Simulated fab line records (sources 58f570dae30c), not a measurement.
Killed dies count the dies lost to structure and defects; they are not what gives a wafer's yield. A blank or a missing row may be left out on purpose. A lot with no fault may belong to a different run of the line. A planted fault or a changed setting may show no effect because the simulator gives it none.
2 desks looking at one fault / flow berkeley_cmos170 / each desk has only its own numbers; what lay behind them comes last

THE METROLOGY DESK
What the gauges read for every lot (on any tool): the sampled wafers with a number, averaged. If a lot's mean is further than 4 standard deviations from the usual mean, the lot is out of limits and carries the mark OUT (the distance appears in the brackets).
Columns: A = NLDD_OVL at UCB170_NLDD_OVL_MEAS_07, usual -3 nm; B = V1_OVL at UCB170_V1_OVL_MEAS_13, usual -5 nm
lot=L610; first seen here=day 6 04:29; A=-6; B=-6
lot=L611; first seen here=day 6 09:48; A=-5; B=-3
lot=L612; first seen here=day 6 18:22; A=-2; B=-0
lot=L613; first seen here=day 6 18:53; A=3; B=7
lot=L614; first seen here=day 7 09:26; A=-3; B=2
lot=L615; first seen here=day 7 09:41; A=-1; B=-7
lot=L616; first seen here=day 7 23:28; A=1; B=0
lot=L621; first seen here=day 8 20:00; A=-4; B=-4
lot=L623; first seen here=day 9 03:34; A=-11; B=-5
lot=L629; first seen here=day 9 23:32; A=-13; B=-10
lot=L632; first seen here=day 10 14:33; A=-5; B=-2
lot=L633; first seen here=day 10 21:16; A=-6; B=-14
Result from this desk: across the 12 lots, nothing is out of limits.

FOR THE TOOL OWNER'S DESK: rie_metal-03
The tool's own readings at UCB170_M3_METAL_ETCH_18 (etches Al in Cl2/BCl3, stops on SiO2, target depth 1170 nm, time 195 s): means of the sampled wafers that have a number, for each lot that ran on this tool. If a lot's mean is further than 4 standard deviations from the usual mean, the lot is out of limits and carries the mark OUT (the distance appears in the brackets).
Columns: A = drypump_motor_current_A at UCB170_M3_METAL_ETCH_18, usual 5.9 A; B = mfc_cl2_sccm at UCB170_M3_METAL_ETCH_18, usual 89.96 sccm; C = oes_product_au at UCB170_M3_METAL_ETCH_18, usual 0.851 a.u.; D = throttle_valve_pct at UCB170_M3_METAL_ETCH_18, usual 24.53 %
lot=L610; first seen here=day 7 17:15; A=5.8; B=90.07; C=0.843; D=24.61
lot=L612; first seen here=day 8 11:34; A=5.7; B=89.90; C=0.838; D=24.61
lot=L614; first seen here=day 8 18:46; A=5.8; B=89.92; C=0.843; D=24.60
lot=L616; first seen here=day 9 07:37; A=5.7; B=89.71; C=0.838; D=24.59
lot=L621; first seen here=day 10 10:19; A=5.7; B=89.88; C=0.831; D=24.61
lot=L623; first seen here=day 10 23:08; A=5.7; B=89.96; C=0.822; D=24.61
Result from this desk: across the 6 lots, nothing is out of limits.

TAKEN TOGETHER
From the metrology desk's view, nothing was out of limits.
Nothing out of limits was seen by the tool owner's desk.

WHAT THE SIMULATOR HAD INSERTED
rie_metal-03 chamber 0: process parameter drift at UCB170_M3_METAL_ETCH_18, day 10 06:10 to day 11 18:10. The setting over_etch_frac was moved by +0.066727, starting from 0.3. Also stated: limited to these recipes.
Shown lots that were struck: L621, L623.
